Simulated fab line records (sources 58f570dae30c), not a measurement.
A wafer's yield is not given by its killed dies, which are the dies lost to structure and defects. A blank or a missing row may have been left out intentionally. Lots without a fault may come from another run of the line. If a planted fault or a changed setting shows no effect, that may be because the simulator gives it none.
Which tool is to blame? -- flow berkeley cmos170 -- 42 wafers from 14 lots sampled at 2 of the route's 331 steps

WHAT THE GAUGES SHOWED, per wafer
UCB170_SDANNEAL_RS_MEAS_05: a four-point-probe measurement.
lot,measured,on,NLDD_RS (ohm/sq)
L453,day 8 09:04,film metro-01,613.8 613.6 614.0
L454,day 8 09:03,film metro-02,619.8 618.9 618.2
L455,day 8 22:16,film metro-04,614.5 615.1 614.9
L457,day 9 02:49,film metro-01,615.4 616.5 616.6
L456,day 9 03:39,film metro-04,615.7 612.9 615.3
L460,day 9 13:59,film metro-01,619.8 617.0 617.5
L459,day 9 13:43,film metro-04,616.5 618.1 617.5
L463,day 10 12:15,film metro-02,616.5 617.1 618.0
L465,day 11 01:41,film metro-01,641.3 640.3 641.6
L467,day 11 23:52,film metro-04,615.4 615.2 616.9
L471,day 12 16:27,film metro-02,643.3 644.7 642.7
L472,day 12 16:34,film metro-01,616.3 616.3 615.8
L473,day 12 16:55,film metro-04,616.6 618.1 617.4
L475,day 13 16:02,film metro-04,616.5 619.3 618.3

WHICH TOOL RAN EACH LOT (tool, then ch and the chambers of the sampled wafers, then the start)
lot,UCB170_NLDD_IMPLANT_08
L453,"implanter-03 ch 0, day 7 19:10"
L454,"implanter-01 ch 0, day 7 19:35"
L455,"implanter-03 ch 0, day 8 07:24"
L457,"implanter-04 ch 0, day 8 15:02"
L456,"implanter-03 ch 0, day 8 15:29"
L460,"implanter-03 ch 0, day 9 02:08"
L459,"implanter-01 ch 0, day 9 02:33"
L463,"implanter-01 ch 0, day 9 22:59"
L465,"implanter-03 ch 0, day 10 10:32"
L467,"implanter-01 ch 0, day 11 07:34"
L471,"implanter-03 ch 0, day 12 00:32"
L472,"implanter-01 ch 0, day 12 07:17"
L473,"implanter-04 ch 0, day 12 07:32"
L475,"implanter-01 ch 0, day 13 05:07"
- UCB170_NLDD_IMPLANT_08

AS READ BY THE TOOLS THEMSELVES (means over the sampled wafers that have a number; for cases with no such wafer, the mark the record gives instead)
UCB170_NLDD_IMPLANT_08.
lot,tool,dose ions cm2,faraday current uA
L453,implanter-03,5e+13,157
L454,implanter-01,5e+13,162
L455,implanter-03,5e+13,158
L457,implanter-04,5e+13,159
L456,implanter-03,5e+13,158
L460,implanter-03,5e+13,160
L459,implanter-01,5e+13,161
L463,implanter-01,5e+13,159
L465,implanter-03,4e+13,143
L467,implanter-01,5e+13,159
L471,implanter-03,4e+13,136
L472,implanter-01,5e+13,161
L473,implanter-04,5e+13,153
L475,implanter-01,5e+13,156

THE ANSWER, worked out from the rows above alone
Rule: the usual values come from the lots themselves. Put in order of their means at a reading, lots are off if they are a third of the lots or fewer, leave a main group of 4 or more, and stand apart from it by a gap of 3 or more times the standard deviation of the main group's means; of several such gaps the widest counts. The tables above print the reading to a certain number of digits; a main group whose means all agree to those digits is not used. Also off: a lot with no number at a reading for which 4 or more lots have one. Where the step has rows for the other lots, those lots are counted as sound. The gauges are gone through in route order, then the tools' own readings, and for those a lot's mean is taken as printed above. At the first step where some lot is off, the reading lying furthest off is the one used; lots without a number count as furthest.
Off: L465, L471, at UCB170_SDANNEAL_RS_MEAS_05 (NLDD_RS). For the main group the mean is 616.5 ohm/sq and the standard deviation 1.5.
If a tool, at a process step before that reading, ran all the lots that are off and no sound lot after the first of them, it fits. The gauges at UCB170_SDANNEAL_RS_MEAS_05 aren't tried: what is off there is off at UCB170_NLDD_IMPLANT_08 too, on other tools, and a gauge's error can't cause that. One fits: UCB170_NLDD_IMPLANT_08 on implanter-03. Its last sound lot is L460 (day 9 02:08), its first lot that is off L465 (day 10 10:32): a fault that began between those two fits.
The tool's own readings at UCB170_NLDD_IMPLANT_08 bear it out: on the lots that are off they differ by more than 5 times the standard deviation of the sound lots' means. dose ions cm2 reads 4e+13 there against 5e+13 on the sound lots; faraday current uA reads 140 there against 159 on the sound lots.

WHAT THE SIMULATOR HAD PUT IN
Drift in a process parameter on implanter-03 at UCB170_NLDD_IMPLANT_08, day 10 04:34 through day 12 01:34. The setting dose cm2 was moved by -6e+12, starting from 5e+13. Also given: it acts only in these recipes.
Shown lots that were struck: L465, L471. The same result came from the rule above.
